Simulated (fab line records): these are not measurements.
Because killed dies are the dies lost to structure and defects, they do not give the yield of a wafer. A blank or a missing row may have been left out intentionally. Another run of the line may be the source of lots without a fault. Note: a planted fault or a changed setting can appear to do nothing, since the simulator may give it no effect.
Split-lot study / flow ritCmos / on a route of 202 steps: 5 lots, 23 wafers read

== ABOUT THE SPLIT ==
At RIT_ACTIVE_EXPOSE_08 (exposes mask M1, target cd 1400 nm), the setting doseMj was moved away from the recipe's 225 on 9 of the 23 wafers read, by -4.8% to +3.7%. All remaining wafers had this setting at the recipe value.

== FROM THE SPLIT TO THE READING: what the file shows between them, 6 steps ==
- RIT_ACTIVE_PEB_09
- RIT_ACTIVE_DEVELOP_10: develop time 50 s
- RIT_ACTIVE_CD_MEAS_11: target cd 1400 nm
- RIT_ACTIVE_HARDBAKE_12: time 60 s
- RIT_ACTIVE_ETCH_13: etches Si3N4 in SF6, stops on SiO2, time 210 s, target depth 210 nm
- RIT_ACTIVE_STRIP_14: strips in O2, time 180 s

== THE READING ==
At RIT_ACTIVE_CD_MEAS_90: cdNm in nanometres, against a target cd of 1400 nm. On this fab line, fault-free wafers typically give 1400.5 nm with a standard deviation of 1.9 nm.

wafer=L074.2; tool, chamber at the split=ilineStepper-02, 0; doseMj as run=214.1; against the recipe=-4.8%; cdNm, nm=1414.9; against lot-mates on the recipe=+13.4
wafer=L074.3; tool, chamber at the split=ilineStepper-02, 0; doseMj as run=225; against the recipe=recipe; cdNm, nm=1400.2; against lot-mates on the recipe=-
wafer=L074.4; tool, chamber at the split=ilineStepper-02, 0; doseMj as run=225; against the recipe=recipe; cdNm, nm=1402.7; against lot-mates on the recipe=-
wafer=L074.5; tool, chamber at the split=ilineStepper-02, 0; doseMj as run=214.1; against the recipe=-4.8%; cdNm, nm=1413.4; against lot-mates on the recipe=+11.9
wafer=L074.6; tool, chamber at the split=ilineStepper-02, 0; doseMj as run=225; against the recipe=recipe; cdNm, nm=1401.7; against lot-mates on the recipe=-
wafer=L075.1; tool, chamber at the split=ilineStepper-02, 0; doseMj as run=225; against the recipe=recipe; cdNm, nm=1402.1; against lot-mates on the recipe=-
wafer=L075.4; tool, chamber at the split=ilineStepper-02, 0; doseMj as run=225; against the recipe=recipe; cdNm, nm=1402.2; against lot-mates on the recipe=-
wafer=L075.6; tool, chamber at the split=ilineStepper-02, 0; doseMj as run=225; against the recipe=recipe; cdNm, nm=1402.9; against lot-mates on the recipe=-
wafer=L076.1; tool, chamber at the split=ilineStepper-01, 0; doseMj as run=220.4; against the recipe=-2.0%; cdNm, nm=1408.5; against lot-mates on the recipe=+8.0
wafer=L076.2; tool, chamber at the split=ilineStepper-01, 0; doseMj as run=220.4; against the recipe=-2.0%; cdNm, nm=1407.9; against lot-mates on the recipe=+7.5
wafer=L076.3; tool, chamber at the split=ilineStepper-01, 0; doseMj as run=220.4; against the recipe=-2.0%; cdNm, nm=1408.5; against lot-mates on the recipe=+8.0
wafer=L076.4; tool, chamber at the split=ilineStepper-01, 0; doseMj as run=225; against the recipe=recipe; cdNm, nm=1400.9; against lot-mates on the recipe=-
wafer=L076.5; tool, chamber at the split=ilineStepper-01, 0; doseMj as run=225; against the recipe=recipe; cdNm, nm=1400.0; against lot-mates on the recipe=-
wafer=L081.1; tool, chamber at the split=ilineStepper-02, 0; doseMj as run=225; against the recipe=recipe; cdNm, nm=1397.9; against lot-mates on the recipe=-
wafer=L081.3; tool, chamber at the split=ilineStepper-02, 0; doseMj as run=225; against the recipe=recipe; cdNm, nm=1397.4; against lot-mates on the recipe=-
wafer=L081.4; tool, chamber at the split=ilineStepper-02, 0; doseMj as run=233.4; against the recipe=+3.7%; cdNm, nm=1386.8; against lot-mates on the recipe=-11.0
wafer=L081.5; tool, chamber at the split=ilineStepper-02, 0; doseMj as run=233.4; against the recipe=+3.7%; cdNm, nm=1388.0; against lot-mates on the recipe=-9.8
wafer=L081.6; tool, chamber at the split=ilineStepper-02, 0; doseMj as run=225; against the recipe=recipe; cdNm, nm=1398.2; against lot-mates on the recipe=-
wafer=L083.1; tool, chamber at the split=ilineStepper-01, 0; doseMj as run=225; against the recipe=recipe; cdNm, nm=1399.1; against lot-mates on the recipe=-
wafer=L083.2; tool, chamber at the split=ilineStepper-01, 0; doseMj as run=233.4; against the recipe=+3.7%; cdNm, nm=1388.9; against lot-mates on the recipe=-10.9
wafer=L083.3; tool, chamber at the split=ilineStepper-01, 0; doseMj as run=233.4; against the recipe=+3.7%; cdNm, nm=1390.1; against lot-mates on the recipe=-9.7
wafer=L083.4; tool, chamber at the split=ilineStepper-01, 0; doseMj as run=225; against the recipe=recipe; cdNm, nm=1399.0; against lot-mates on the recipe=-
wafer=L083.5; tool, chamber at the split=ilineStepper-01, 0; doseMj as run=225; against the recipe=recipe; cdNm, nm=1401.4; against lot-mates on the recipe=-

FIT RESULTS
A straight line over all 23 wafers: cdNm changes by -3.13 nm for each +1% of doseMj; r = -0.97; the points scatter about the line by 1.7 nm.
The same after taking each lot's own level away (the mean of its wafers on the recipe; 23 wafers): -2.82 nm for each +1%; r = -0.99; scatter 1.1 nm.
That fit puts the effect of the largest move of doseMj on the reading at 14 nm.
The span of the lots' own levels, 1397.83 to 1402.40 nm, comes to 2.4 times the standard deviation stated above.
Thus the slope moves with the lot-to-lot level: the two fits are different.
Check: +14 nm against its lot-mates is what the line predicts for one of the wafers moved furthest among these (-4.8%) when that wafer is left out of the fit. Against them it came out at +13.4 nm.

== THE OTHER SPLITS THESE WAFERS WENT THROUGH ==
Before the reading, these wafers also passed through other splits. Each is held against what the fit with the lots' levels taken away leaves over:
other split on the same wafers=RIT_ACTIVE_OXIDATION_01 tempC; wafers away from the commonest value=18; r with cdNm (lot level and that fit taken away)=-0.23

== THE WHOLE CHAIN: every reading that the file lists as answering this split, in the file's order ==
step=RIT_ACTIVE_CD_MEAS_11; what it does=target cd 1400 nm; reading=cdNm; change (the file's fit)=-2.82 nm for each +1% of the setting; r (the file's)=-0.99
step=RIT_ACTIVE_ETCH_13; what it does=etches Si3N4 in SF6, stops on SiO2, time 210 s, target depth 210 nm; reading=ACTIVE.cdNm (the simulator's own value, which no gauge read); change (the file's fit)=-2.8 nm for each +1% of the setting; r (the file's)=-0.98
step=RIT_ACTIVE_CD_MEAS_90; what it does=target cd 1400 nm; reading=cdNm; change (the file's fit)=-2.79 nm for each +1% of the setting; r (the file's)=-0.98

== FILE'S OWN FIT ==
cdNm changes by -2.79 nm for each +1% of doseMj, r = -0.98.
